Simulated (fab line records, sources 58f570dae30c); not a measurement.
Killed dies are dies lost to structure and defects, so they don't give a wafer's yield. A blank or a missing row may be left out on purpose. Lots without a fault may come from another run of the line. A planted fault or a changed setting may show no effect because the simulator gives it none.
fab line records | flow berkeley_cmos170
record lots=13 wafers=39 last_day=11
route steps=331 shown GATE@135
lots that met no fault: from a run of the same line without faults
start_h: hours from the record's first day to the start of the lot's first wafer shown | wait_h: hours since the lot's step before | " the same as in the row above | L1.1+2: a row that stands for several wafers | - no value, or no start given | * or withheld: withheld | < > ~ a bound
route shown NAME@n: a module of which the file shows steps, and the number in the route of the first | usual: mean/standard deviation of fault-free wafers | same: alike in all rows | chamber/n: place in a boat | sites: the reading at each site | _std_site: their standard deviation | _edge_site: outer sites' mean less inner sites' | radius_mm: how far each site lies from the wafer's centre | mask NAME#n: copy n | behind: the tool/chamber that last shaped the wafer | hold: why the lot was held/for how many hours/how that ended | device: the transistor (n, p or np) that didn't switch | end of line: the same wafers' tests at the end of the route | a step without rows: its recipe alone | killed: dies lost to structure and defects at the first sort, not the wafer's yield | map: a wafer's dies, x killed, . not, _ none there
set.NAME: the setting as run; set.NAME@STEP: as run at that earlier step | model.NAME: the simulator's own value behind a step, which no gauge read
steps of the route over a sample of lots; a table a step, a row a wafer
services: from which hour (start_h, from the record's first day; less than 0 if before it) a tool's chamber was out of use, for how many hours, and why
## steps
# step UCB170_GATE_EXPOSE_09
# recipe mask_id=POLY target_cd_nm=350 na=0.5 sigma_outer=0.6 source_shape=conventional dose_mj=21
# columns lot.wafer tool chamber start_h wait_h mask
L614.1+2+3 krf_scanner-02 0 137.46 - POLY#0
L615.1+2+6 krf_scanner-02 0 137.58 - POLY#0
L617.1+2+4 krf_scanner-02 0 146.80 - POLY#0
L616.1+3+5 krf_scanner-01 0 147.14 - POLY#0
L620.3+4+5 krf_scanner-02 0 157.67 - POLY#0
L619.1+3+6 krf_scanner-01 0 157.99 - POLY_R1#0
L624.2+3+5 krf_scanner-02 0 183.80 - POLY#0
L626.1+3+6 krf_scanner-01 0 184.11 - POLY#0
L631.2+4+5 krf_scanner-02 0 200.11 - POLY#0
L632.1+2+4 krf_scanner-01 0 217.03 - POLY#0
L633.1+2+6 krf_scanner-01 0 217.15 - POLY#0
L636.2+3+6 krf_scanner-01 0 225.11 - POLY#0
L634.1+2+4 krf_scanner-02 0 225.33 - POLY#0
# step UCB170_GATE_CD_MEAS_12
# recipe target_cd_nm=350
# usual cd_nm=350.0/1.3
# columns lot.wafer tool chamber start_h wait_h cd_nm
L614.1 cd_sem-02 - 138.14 - 349.1
L614.2 " - " " 349.7
L614.3 " - " " 349.5
L615.1 cd_sem-02 - 138.26 - 351.3
L615.2 " - " " 350.9
L615.6 " - " " 350.2
L617.1 cd_sem-02 - 148.04 - 349.6
L617.2 " - " " 350.6
L617.4 " - " " 348.7
L616.1 cd_sem-02 - 148.16 - 349.4
L616.3 " - " " 350.2
L616.5 " - " " 348.5
L620.3 cd_sem-02 - 158.27 - 348.9
L620.4 " - " " 347.9
L620.5 " - " " 349.5
L619.1 cd_sem-01 - 158.73 - 283.0
L619.3 " - " " 284.1
L619.6 " - " " 281.7
L624.2 cd_sem-01 - 184.31 - 349.1
L624.3 " - " " 349.3
L624.5 " - " " 349.1
L626.1 cd_sem-02 - 184.62 - 350.8
L626.3 " - " " 350.1
L626.6 " - " " 350.6
L631.2 cd_sem-02 - 200.50 - 351.8
L631.4 " - " " 350.3
L631.5 " - " " 350.7
L632.1 cd_sem-02 - 217.42 - 346.5
L632.2 " - " " 347.4
L632.4 " - " " 348.7
L633.1 cd_sem-01 - 217.58 - 349.6
L633.2 " - " " 349.6
L633.6 " - " " 349.8
L636.2 cd_sem-02 - 225.66 - 348.6
L636.3 " - " " 350.6
L636.6 " - " " 349.1
L634.1 cd_sem-02 - 225.76 - 349.1
L634.2 " - " " 349.8
L634.4 " - " " 351.2
## services
# columns tool chamber start_h hours kind
krf_scanner-01 - 121.34 1.0 pm
krf_scanner-01 - 134.42 1.3 pm
krf_scanner-01 - 184.25 21.0 pm
krf_scanner-01 - 205.25 3.6 pm
krf_scanner-01 - 208.17 2.9 repair
## key
first_sign step=UCB170_GATE_EXPOSE_09 reading=mask direction=changed
effect step=UCB170_GATE_CD_MEAS_12 reading=cd_nm direction=down sigmas=50 usual=350.0 struck=282.9
met_at UCB170_GATE_EXPOSE_09
struck_lots L619
later_rows_left_out L619.1,L619.3,L619.6
sort_left_out L619.1,L619.3,L619.6
tester_left_out L619
onset_between 147.14 157.99
fault kind=wrong_mask tool=any chamber=- onset_h=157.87 steps=UCB170_GATE_EXPOSE_09 aux_copy=POLY_R1#0 cd_offset_nm=-70 scope=struck_lots_only
# tester_left_out: of these lots the tester's yield and bins aren't shown, on N5 and GAA mostly nor the transistor test; their killed dies are dies lost to structure and defects alone, not to doping, threshold or leakage, so they don't give the yield
# sort_left_out: the simulated sort isn't trusted on such a fault, so these wafers' sort isn't shown, and their yield isn't known
# later_rows_left_out: the simulator's readings of these wafers behind a module that went badly wrong aren't trusted and aren't shown, but for the sort
